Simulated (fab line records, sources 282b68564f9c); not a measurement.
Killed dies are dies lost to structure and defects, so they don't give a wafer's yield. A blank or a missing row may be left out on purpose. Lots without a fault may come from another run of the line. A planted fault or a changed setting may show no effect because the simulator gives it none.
A struck lot beside a sound one | flow rit_cmos | 19 steps out of a route of 202
Sound: wafers L613.2, L613.3, L613.5. Struck: wafers L621.1, L621.4, L621.6. The cause comes at the end.
At each step with rows: each side's tool, then ch and its chambers, then its first start. Under that, the readings that differ: sound wafers | struck wafers | difference of the means | sigmas: that difference in standard deviations of wafers without a fault.
alike: readings whose means differ by less than 2 such deviations, and words and numbers that are the same on both sides. not compared: withheld readings, readings that some wafer has no value for, bounds like >300 that may hide the same value, and numbers for which the record gives no deviation and whose values overlap.
The two part at a step that has a row with sigmas, a row that says differs or no value, or rows on one side only. Numbers that don't overlap but have no deviation are shown without sigmas and don't part them. A reading that every wafer of one side lacks parts them only if that side has two wafers or more.

RIT_ACTIVE_BOW_MEAS_00:
  sound on film_metro-04, day 2 11:01; struck on film_metro-03, day 4 03:00
  alike: INCOMING_BOW
then, 1 step without rows for these wafers: RIT_ACTIVE_OXIDATION_01 (target thk 46.8 nm, ox time 3360 s).
RIT_ACTIVE_THK_MEAS_02:
  sound on film_metro-03, day 2 13:04; struck on film_metro-04, day 4 05:03
  alike: ACTIVE_OXIDE_THK
RIT_ACTIVE_CVD_03: deposits Si3N4 from SiH2Cl2/NH3, target thk 150 nm, time 1500 s.
  sound on lpcvd-02 ch 1, day 2 13:07; struck on lpcvd-01 ch 1, day 4 07:54
RIT_ACTIVE_THK_MEAS_04:
  sound on film_metro-03, day 2 14:32; struck on film_metro-03, day 4 09:19
  reading                 | sound             | struck            | difference | sigmas
  ACTIVE_NITRIDE_THK (nm) | 150.3 150.3 148.9 | 301.7 303.3 302.3 | +152.6     | +99 or more
then, 6 steps without rows for these wafers: RIT_ACTIVE_HMDS_05 (prime time 60 s); RIT_ACTIVE_COAT_06 (resist thk 1000 nm); RIT_ACTIVE_SOFTBAKE_07 (time 60 s); RIT_ACTIVE_EXPOSE_08 (exposes mask M1, target cd 1400 nm); RIT_ACTIVE_PEB_09; RIT_ACTIVE_DEVELOP_10 (develop time 50 s).
RIT_ACTIVE_CD_MEAS_11: target cd 1400 nm.
  sound on cd_sem-01, day 2 15:28; struck on cd_sem-02, day 4 10:28
  alike: cd_nm
then, 1 step without rows for these wafers: RIT_ACTIVE_HARDBAKE_12 (time 60 s).
RIT_ACTIVE_ETCH_13: etches Si3N4 in SF6, stops on SiO2, time 210 s, target depth 210 nm.
  sound on rie_diel-03 ch 0,2, day 2 15:43; struck on rie_diel-02 ch 0,1,2, day 4 10:58
  reading                            | sound             | struck            | difference | sigmas
  oes_product_au (a.u.)              | 0.811 0.835 0.827 | 1.006 1.005 1.015 | +0.184     | +14
  model.etch.depth_nm (nm)           | 150.3 150.2 149   | 209.3 203.4 210.6 | +57.9      |
  model.ACTIVE.feature_depth_nm (nm) | 150.3 150.2 149   | 209.3 203.4 210.6 | +57.9      |
  alike: drypump_motor_current_A, throttle_valve_pct
  not compared: rf_hours_counter_h
RIT_ACTIVE_STRIP_14: strips in O2, time 180 s.
  sound on plasma_asher-02 ch 0,1, day 2 15:50; struck on plasma_asher-04 ch 0, day 4 11:09
  alike: drypump_motor_current_A, rf_refl_power_W
  not compared: rf_hours_counter_h
RIT_ACTIVE_CD_MEAS_90: target cd 1400 nm.
  sound on cd_sem-02, day 2 16:02; struck on cd_sem-02, day 4 11:27
  alike: cd_nm
RIT_ACTIVE_CLEAN_15: cleans in SC1, time 600 s.
  sound on wet_bench-03 ch 0, day 2 16:12; struck on wet_bench-03 ch 0, day 4 11:34
  reading                                  | sound             | struck          | difference | sigmas
  model.Si3N4_of_ACTIVE_CVD_03.thk_nm (nm) | 149.9 149.8 148.6 | 301.4 302.8 302 | +152.6     |
RIT_ACTIVE_CLEAN_16: cleans in dHF, time 30 s.
  sound on wet_bench-03 ch 3, day 2 16:22; struck on wet_bench-01 ch 0, day 4 11:45
  reading                                  | sound             | struck          | difference | sigmas
  model.Si3N4_of_ACTIVE_CVD_03.thk_nm (nm) | 149.4 149.3 148.1 | 301 302.4 301.5 | +153       |
then, 1 step without rows for these wafers: RIT_ACTIVE_CLEAN_17 (cleans in SC2, time 600 s).

WHERE THEY PART
First at RIT_ACTIVE_THK_MEAS_04; last, within this record, at RIT_ACTIVE_ETCH_13. Later steps at which nothing parts them and some readings are alike: RIT_ACTIVE_STRIP_14, RIT_ACTIVE_CD_MEAS_90.

WHY: what the simulator had put in
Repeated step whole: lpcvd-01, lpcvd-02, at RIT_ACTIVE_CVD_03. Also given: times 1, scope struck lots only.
